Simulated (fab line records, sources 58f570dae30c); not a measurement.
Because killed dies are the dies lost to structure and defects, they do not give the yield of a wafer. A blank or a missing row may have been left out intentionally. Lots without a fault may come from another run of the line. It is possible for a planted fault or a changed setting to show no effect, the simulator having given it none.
Commonality check across tools | flow berkeley cmos170 | Lots sampled 13, wafers sampled 39

## WHY IT WAS OPENED
At UCB170_ACTIVE_CD_MEAS_13 the reading cd nm is flagged on 1 of 13 lots. Wafers without a fault read 1200.2 nm, standard deviation 1.2.
Rule: a lot is flagged when every wafer of it that has a number lies more than 4 standard deviations from that mean, or none has a number. The rest of the lots are taken to be sound.

lot  | measured    | on        | cd nm (nm), wafer by wafer | flag
L219 | day 4 21:15 | cd sem-02 | 1200.6 1200.8 1200.9       |
L222 | day 5 15:00 | cd sem-01 | 1200.1 1200.2 1200.5       |
L221 | day 5 16:04 | cd sem-02 | 1201.0 1200.1 1201.2       |
L225 | day 6 18:18 | cd sem-02 | 1203.6 1201.9 1201.7       |
L231 | day 7 06:06 | cd sem-02 | 1284.1 1285.3 1284.8       | FLAGGED
L233 | day 8 09:25 | cd sem-01 | 1200.6 1201.3 1201.9       |
L235 | day 8 09:25 | cd sem-02 | 1198.0 1198.6 1197.0       |
L236 | day 8 18:41 | cd sem-01 | 1197.9 1198.5 1197.9       |
L237 | day 8 18:52 | cd sem-02 | 1201.1 1200.3 1201.8       |
L239 | day 9 00:32 | cd sem-01 | 1200.3 1200.8 1199.5       |
L238 | day 9 00:48 | cd sem-02 | 1200.5 1201.1 1200.2       |
L241 | day 9 00:53 | cd sem-01 | 1200.9 1200.4 1199.1       |
L242 | day 9 13:19 | cd sem-01 | 1199.5 1200.8 1199.1       |
The numbers of the flagged lots are 1284.7 nm on average: +84.5 nm against the usual, or +70 standard deviations.

## EACH LOT AND THE TOOL IT RAN ON
The record keeps 1 process step preceding the reading, out of 331 steps on the route. In each cell: the tool, then ch and the chambers that the sampled wafers went through, then the start.
lot  | flag    | UCB170_ACTIVE_EXPOSE_10
L219 |         | krf scanner-02 ch 0, day 4 20:39
L222 |         | krf scanner-01 ch 0, day 5 13:49
L221 |         | krf scanner-01 ch 0, day 5 14:53
L225 |         | krf scanner-02 ch 0, day 6 17:30
L231 | FLAGGED | krf scanner-01 ch 0, day 7 04:13
L233 |         | krf scanner-01 ch 0, day 8 07:43
L235 |         | krf scanner-02 ch 0, day 8 07:57
L236 |         | krf scanner-01 ch 0, day 8 18:02
L237 |         | krf scanner-02 ch 0, day 8 18:19
L239 |         | krf scanner-02 ch 0, day 8 23:21
L238 |         | krf scanner-02 ch 0, day 8 23:28
L241 |         | krf scanner-01 ch 0, day 8 23:44
L242 |         | krf scanner-01 ch 0, day 9 12:55
What the steps here do:
- UCB170_ACTIVE_EXPOSE_10: exposes mask ACTIVE, target cd 1200 nm.
- UCB170_ACTIVE_CD_MEAS_13: target cd 1200 nm.

## FLAGGED OVER TOTAL, TOOL BY TOOL (the gauges that took the reading come last)
step                     | tool           | lots run | flagged | share of the flagged lots | sound lots run after its first flagged lot
UCB170_ACTIVE_EXPOSE_10  | krf scanner-01 | 7        | 1       | all                       | 4 (L233,L236,L241,L242)
UCB170_ACTIVE_EXPOSE_10  | krf scanner-02 | 6        | 0       | none                      | -
UCB170_ACTIVE_CD_MEAS_13 | cd sem-01      | 6        | 0       | none                      | -
UCB170_ACTIVE_CD_MEAS_13 | cd sem-02      | 7        | 1       | all                       | 3 (L235,L237,L238)

## WHAT THE TABLE PERMITS
Every flagged lot went through 2 rows of the table: krf scanner-01 at UCB170_ACTIVE_EXPOSE_10 and cd sem-02 at UCB170_ACTIVE_CD_MEAS_13.
- krf scanner-01 at UCB170_ACTIVE_EXPOSE_10: 1 of its 7 lots flagged. Lots that were sound ran on it after the first flagged one (L233, L236, L241, L242); a persistent fault on the entire tool would not allow that.
- cd sem-02 at UCB170_ACTIVE_CD_MEAS_13: 1 of its 7 lots flagged. Lots that were sound ran on it after the first flagged one (L235, L237, L238); a persistent fault on the entire tool would not allow that.
Not one row of the table ran every flagged lot while running no sound lot after the first.

## WHAT WAS PUT IN BY THE SIMULATOR
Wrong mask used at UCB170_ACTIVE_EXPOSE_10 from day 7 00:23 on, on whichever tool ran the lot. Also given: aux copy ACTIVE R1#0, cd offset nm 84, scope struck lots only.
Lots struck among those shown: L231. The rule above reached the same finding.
